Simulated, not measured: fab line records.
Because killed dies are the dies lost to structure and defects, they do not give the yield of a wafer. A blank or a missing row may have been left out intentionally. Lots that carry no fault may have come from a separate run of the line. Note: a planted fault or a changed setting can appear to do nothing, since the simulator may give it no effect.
Which tool is to blame? -- flow berkeleyCmos170 -- Sampling: 14 lots, 42 wafers, 4 of 331 route steps

WHAT THE GAUGES SHOWED, per wafer
UCB170_PWELL_TW_MEAS_17.
lot,measured,on,PWELL_TW
L535,day 2 22:38,filmMetro-04,379 382 381
L536,day 3 02:38,filmMetro-03,374 374 374
L538,day 3 14:18,filmMetro-03,372 373 374
L540,day 3 23:59,filmMetro-02,375 372 374
L541,day 4 11:28,filmMetro-02,375 375 376
L542,day 4 11:31,filmMetro-02,375 376 375
L543,day 4 18:26,filmMetro-04,382 381 383
L544,day 4 22:43,filmMetro-02,376 376 374
L545,day 5 06:28,filmMetro-04,383 382 384
L546,day 5 13:40,filmMetro-04,384 384 382
L547,day 5 23:17,filmMetro-02,377 374 376
L554,day 6 21:16,filmMetro-03,375 373 373
L553,day 6 21:25,filmMetro-02,414 415 414
L558,day 7 16:09,filmMetro-03,409 410 413

UCB170_NVT_OVL_MEAS_06.
lot,measured,on,NVT_OVL (nm)
L535,day 5 14:11,overlay-01,-2 -4 8
L536,day 5 20:15,overlay-02,10 6 14
L538,day 6 13:07,overlay-02,-5 -5 -5
L540,day 6 13:19,overlay-01,-10 -1 -2
L541,day 6 19:12,overlay-01,6 2 -2
L542,day 6 19:28,overlay-01,-6 -4 -12
L543,day 7 04:46,overlay-02,-2 3 4
L544,day 7 16:19,overlay-02,-6 0 -3
L545,day 7 18:19,overlay-01,3 6 9
L546,day 7 18:35,overlay-01,9 0 0
L547,day 8 00:35,overlay-02,1 -1 -2
L554,day 9 01:37,overlay-02,5 4 -4
L553,day 9 01:20,overlay-02,-3 -3 -7
L558,day 10 06:55,overlay-01,1 6 4

WHICH TOOL RAN EACH LOT (tool, then ch and the chambers of the sampled wafers, then the start)
lot,UCB170_PWELL_IMPLANT_15,UCB170_ACTIVE_STRIP_16
L535,"implanter-01 ch 0, day 2 22:25","plasmaAsher-03 ch 0,1, day 4 00:57"
L536,"implanter-01 ch 0, day 3 02:24","plasmaAsher-02 ch 0,1, day 4 07:47"
L538,"implanter-04 ch 0, day 3 14:05","plasmaAsher-03 ch 0,1, day 4 21:47"
L540,"implanter-01 ch 0, day 3 23:44","plasmaAsher-03 ch 0,1, day 5 03:46"
L541,"implanter-02 ch 0, day 4 11:14","plasmaAsher-02 ch 0,1, day 5 18:42"
L542,"implanter-04 ch 0, day 4 11:16","plasmaAsher-03 ch 0,1, day 5 18:27"
L543,"implanter-02 ch 0, day 4 18:11","plasmaAsher-04 ch 0, day 6 02:37"
L544,"implanter-01 ch 0, day 4 22:28","plasmaAsher-04 ch 0,1, day 6 09:04"
L545,"implanter-02 ch 0, day 5 06:14","plasmaAsher-04 ch 0, day 6 16:44"
L546,"implanter-01 ch 0, day 5 13:26","plasmaAsher-02 ch 0,1, day 6 16:52"
L547,"implanter-02 ch 0, day 5 23:02","plasmaAsher-04 ch 0,1, day 6 21:46"
L554,"implanter-04 ch 0, day 6 21:01","plasmaAsher-02 ch 0,1, day 8 01:28"
L553,"implanter-01 ch 0, day 6 21:10","plasmaAsher-02 ch 0,1, day 8 01:14"
L558,"implanter-01 ch 0, day 7 15:54","plasmaAsher-04 ch 0,1, day 8 20:38"
- UCB170_PWELL_IMPLANT_15
- UCB170_ACTIVE_STRIP_16: strips in O2.

AS READ BY THE TOOLS THEMSELVES (means over the sampled wafers that have a number; for cases with no such wafer, the mark the record gives instead)
UCB170_PWELL_IMPLANT_15.
lot,tool,beamOnS (s),doseIonsCm2,faradayCurrentUA
L535,implanter-01,9.97,5.006e+12,15.9
L536,implanter-01,9.85,5.001e+12,16.1
L538,implanter-04,9.96,4.997e+12,15.9
L540,implanter-01,9.92,4.994e+12,16.0
L541,implanter-02,10.21,4.996e+12,15.5
L542,implanter-04,9.90,5.002e+12,16.0
L543,implanter-02,9.98,5.000e+12,15.8
L544,implanter-01,10.05,4.998e+12,15.9
L545,implanter-02,9.88,5.004e+12,16.0
L546,implanter-01,10.13,4.995e+12,15.6
L547,implanter-02,9.92,5.001e+12,16.0
L554,implanter-04,9.78,4.993e+12,16.2
L553,implanter-01,10.13,6.814e+12,21.3
L558,implanter-01,9.89,6.809e+12,21.8

UCB170_ACTIVE_STRIP_16.
lot,tool,chamberPressureMTorr (mTorr),drypumpMotorCurrentA (A),oesProductAu (a.u.),stripTimeToEndpointS (s)
L535,plasmaAsher-03,3498.1,5.58,0.723,18.11
L536,plasmaAsher-02,3498.1,5.63,0.717,18.11
L538,plasmaAsher-03,3500.5,5.54,0.723,18.09
L540,plasmaAsher-03,3501.6,5.54,0.727,18.01
L541,plasmaAsher-02,3500.5,5.48,0.719,18.09
L542,plasmaAsher-03,3501.0,5.60,0.723,18.07
L543,plasmaAsher-04,3503.1,5.93,0.721,18.19
L544,plasmaAsher-04,3496.3,5.61,0.722,18.12
L545,plasmaAsher-04,3500.3,5.91,0.721,18.03
L546,plasmaAsher-02,3499.7,5.63,0.722,18.11
L547,plasmaAsher-04,3502.8,5.61,0.723,18.09
L554,plasmaAsher-02,3499.0,5.64,0.725,18.11
L553,plasmaAsher-02,3500.3,5.49,0.720,18.08
L558,plasmaAsher-04,3499.0,5.28,0.721,18.07

THE ANSWER, worked out from the rows above alone
Rule: the lots themselves supply what counts as usual. The widest of any qualifying gaps counts: lots, ordered by their means at a reading, are off when they make up no more than a third of the lots, leave a main group of 4 or more, and stand apart from it by 3 or more times the standard deviation of that group's means. If all means in a main group match to the digits the tables above print for the reading, that group is not used. Also off: a lot with no number at a reading for which 4 or more lots have one. Where the step has rows for the other lots, those lots are counted as sound. The gauges are gone through in route order, then the tools' own readings, and for those a lot's mean is taken as printed above. The first step at which some lot is off is used, and at that step the reading that is off furthest; a lot without a number counts as furthest.
Off: L553, L558, seen at UCB170_PWELL_TW_MEAS_17 (PWELL_TW). For the main group the mean is 377 and the standard deviation 3.8.
A tool fits if, at a process step before that reading, it ran every lot that is off, and no sound lot after the first of them. Not tried: the gauges at UCB170_PWELL_TW_MEAS_17; whatever is off there is also off at UCB170_PWELL_IMPLANT_15, on other tools, and gauge error can't account for it. One fits: UCB170_PWELL_IMPLANT_15 on implanter-01. Its last sound lot is L546 (day 5 13:26), its first lot that is off L553 (day 6 21:10): a fault that began between those two fits.
The tool's own readings at UCB170_PWELL_IMPLANT_15 bear it out: on the lots that are off they differ by more than 5 times the standard deviation of the sound lots' means. doseIonsCm2 reads 6.812e+12 there against 4.999e+12 on the sound lots; faradayCurrentUA reads 21.6 there against 15.9 on the sound lots.

WHAT THE SIMULATOR HAD INSERTED
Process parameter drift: implanter-01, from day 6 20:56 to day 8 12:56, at UCB170_PWELL_IMPLANT_15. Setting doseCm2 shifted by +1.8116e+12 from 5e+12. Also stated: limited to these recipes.
Struck lots among those shown: L553, L558. This agrees with what the rule above found.
